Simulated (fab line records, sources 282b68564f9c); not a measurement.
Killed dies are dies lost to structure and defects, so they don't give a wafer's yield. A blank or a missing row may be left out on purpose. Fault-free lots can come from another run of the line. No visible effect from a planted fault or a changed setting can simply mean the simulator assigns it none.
A sampling plan put to the test / flow rit cmos / one fab line, 13 faults that these records tell of, each judged on the records of the lots that it struck
The line's own looks make up the plan; these are the steps of the route where a gauge or inspection reads the wafer and leaves it unchanged. Where struck wafers have a number at a look and the file lists that look's usual mean and standard deviation on fault-free wafers, the look can be judged. Caught: 4 or more of those standard deviations (sigma) separate the usual mean from the mean of the struck wafers at a look after the fault's first step. On the tool: the test repeated on the tool's own readings taken at the fault's steps. Another recipe on the struck wafers, or a record that is blank for them alone, also counts as caught.

## THE FAULTS, as the simulator had put them in
1. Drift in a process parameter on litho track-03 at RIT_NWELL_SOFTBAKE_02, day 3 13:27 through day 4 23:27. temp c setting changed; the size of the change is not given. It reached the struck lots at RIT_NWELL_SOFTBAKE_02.
2. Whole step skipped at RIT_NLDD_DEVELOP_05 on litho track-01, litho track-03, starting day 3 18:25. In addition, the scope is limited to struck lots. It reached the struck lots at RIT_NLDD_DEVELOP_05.
3. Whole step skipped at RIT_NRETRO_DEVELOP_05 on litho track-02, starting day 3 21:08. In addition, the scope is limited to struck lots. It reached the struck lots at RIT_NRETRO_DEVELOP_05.
4. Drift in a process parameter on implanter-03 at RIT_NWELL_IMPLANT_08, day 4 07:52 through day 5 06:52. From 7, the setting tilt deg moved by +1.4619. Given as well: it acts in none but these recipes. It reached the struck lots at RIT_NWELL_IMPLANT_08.
5. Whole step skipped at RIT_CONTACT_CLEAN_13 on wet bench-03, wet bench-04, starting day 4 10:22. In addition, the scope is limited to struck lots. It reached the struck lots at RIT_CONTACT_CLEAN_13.
6. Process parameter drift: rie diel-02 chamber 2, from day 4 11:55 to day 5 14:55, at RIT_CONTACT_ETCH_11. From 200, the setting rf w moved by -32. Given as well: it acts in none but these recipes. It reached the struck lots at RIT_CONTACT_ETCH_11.
7. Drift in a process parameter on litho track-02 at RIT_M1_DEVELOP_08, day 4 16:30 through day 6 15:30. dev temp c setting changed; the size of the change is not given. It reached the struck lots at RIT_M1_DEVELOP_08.
8. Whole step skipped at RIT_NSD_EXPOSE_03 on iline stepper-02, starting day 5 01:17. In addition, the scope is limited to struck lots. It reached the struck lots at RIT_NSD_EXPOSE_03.
9. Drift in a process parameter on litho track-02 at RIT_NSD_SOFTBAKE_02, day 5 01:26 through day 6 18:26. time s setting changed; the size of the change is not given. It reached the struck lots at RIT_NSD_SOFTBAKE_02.
10. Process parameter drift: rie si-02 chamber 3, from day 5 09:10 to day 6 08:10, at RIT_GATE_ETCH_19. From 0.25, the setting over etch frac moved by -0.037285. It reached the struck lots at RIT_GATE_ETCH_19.
11. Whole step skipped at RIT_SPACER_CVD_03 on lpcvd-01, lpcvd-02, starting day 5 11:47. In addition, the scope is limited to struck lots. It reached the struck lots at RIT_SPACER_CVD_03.
12. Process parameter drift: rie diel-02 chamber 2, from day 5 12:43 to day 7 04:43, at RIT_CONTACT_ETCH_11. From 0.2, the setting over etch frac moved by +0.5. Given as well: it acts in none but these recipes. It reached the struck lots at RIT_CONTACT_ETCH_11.
13. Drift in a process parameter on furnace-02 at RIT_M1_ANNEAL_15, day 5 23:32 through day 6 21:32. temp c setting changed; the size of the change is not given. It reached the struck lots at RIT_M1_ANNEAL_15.

## WHAT THE PLAN SAW
fault=1; on the tool itself=heater power total W -15 sigma; first look that catches it=not the one look that can be judged after it; reading, sigma=-; median hours from its first step to that look=-; hours from the fault's start to the first struck lot there=-; judged looks passed uncaught=1
fault=2; on the tool itself=the tool's record is blank for the struck wafers; first look that catches it=no look after it can be judged; reading, sigma=-; median hours from its first step to that look=-; hours from the fault's start to the first struck lot there=-; judged looks passed uncaught=0
fault=3; on the tool itself=the tool's record is blank for the struck wafers; first look that catches it=no look after it can be judged; reading, sigma=-; median hours from its first step to that look=-; hours from the fault's start to the first struck lot there=-; judged looks passed uncaught=0
fault=4; on the tool itself=tilt deg +77 sigma; first look that catches it=no look after it can be judged; reading, sigma=-; median hours from its first step to that look=-; hours from the fault's start to the first struck lot there=-; judged looks passed uncaught=0
fault=5; on the tool itself=the tool's record is blank for the struck wafers; first look that catches it=no look after it can be judged; reading, sigma=-; median hours from its first step to that look=-; hours from the fault's start to the first struck lot there=-; judged looks passed uncaught=0
fault=6; on the tool itself=rf fwd power W -54 sigma; first look that catches it=no look after it can be judged; reading, sigma=-; median hours from its first step to that look=-; hours from the fault's start to the first struck lot there=-; judged looks passed uncaught=0
fault=7; on the tool itself=developer temp C +5.6 sigma; first look that catches it=no look after it can be judged; reading, sigma=-; median hours from its first step to that look=-; hours from the fault's start to the first struck lot there=-; judged looks passed uncaught=0
fault=8; on the tool itself=no reading that can be judged; first look that catches it=no look after it can be judged; reading, sigma=-; median hours from its first step to that look=-; hours from the fault's start to the first struck lot there=-; judged looks passed uncaught=0
fault=9; on the tool itself=run length s +87 sigma; first look that catches it=no look after it can be judged; reading, sigma=-; median hours from its first step to that look=-; hours from the fault's start to the first struck lot there=-; judged looks passed uncaught=0
fault=10; on the tool itself=only faintly: oes product au +3.6 sigma; first look that catches it=no look after it can be judged; reading, sigma=-; median hours from its first step to that look=-; hours from the fault's start to the first struck lot there=-; judged looks passed uncaught=0
fault=11; on the tool itself=the tool's record is blank for the struck wafers; first look that catches it=no look after it can be judged; reading, sigma=-; median hours from its first step to that look=-; hours from the fault's start to the first struck lot there=-; judged looks passed uncaught=0
fault=12; on the tool itself=under 2 sigma; first look that catches it=no look after it can be judged; reading, sigma=-; median hours from its first step to that look=-; hours from the fault's start to the first struck lot there=-; judged looks passed uncaught=0
fault=13; on the tool itself=tube center temp C -99 or beyond sigma; first look that catches it=no look after it can be judged; reading, sigma=-; median hours from its first step to that look=-; hours from the fault's start to the first struck lot there=-; judged looks passed uncaught=0
A dash: this means the fault isn't caught or the number doesn't appear in these records.

Caught at a look: 0 of 13. Caught on the tool: 10 of 13. By one or the other: 10 of 13.
Faults caught by the tool alone: 1, 2, 3, 4, 5, 6, 7, 9, 11, 13.
Caught by neither: faults 8, 10, 12.
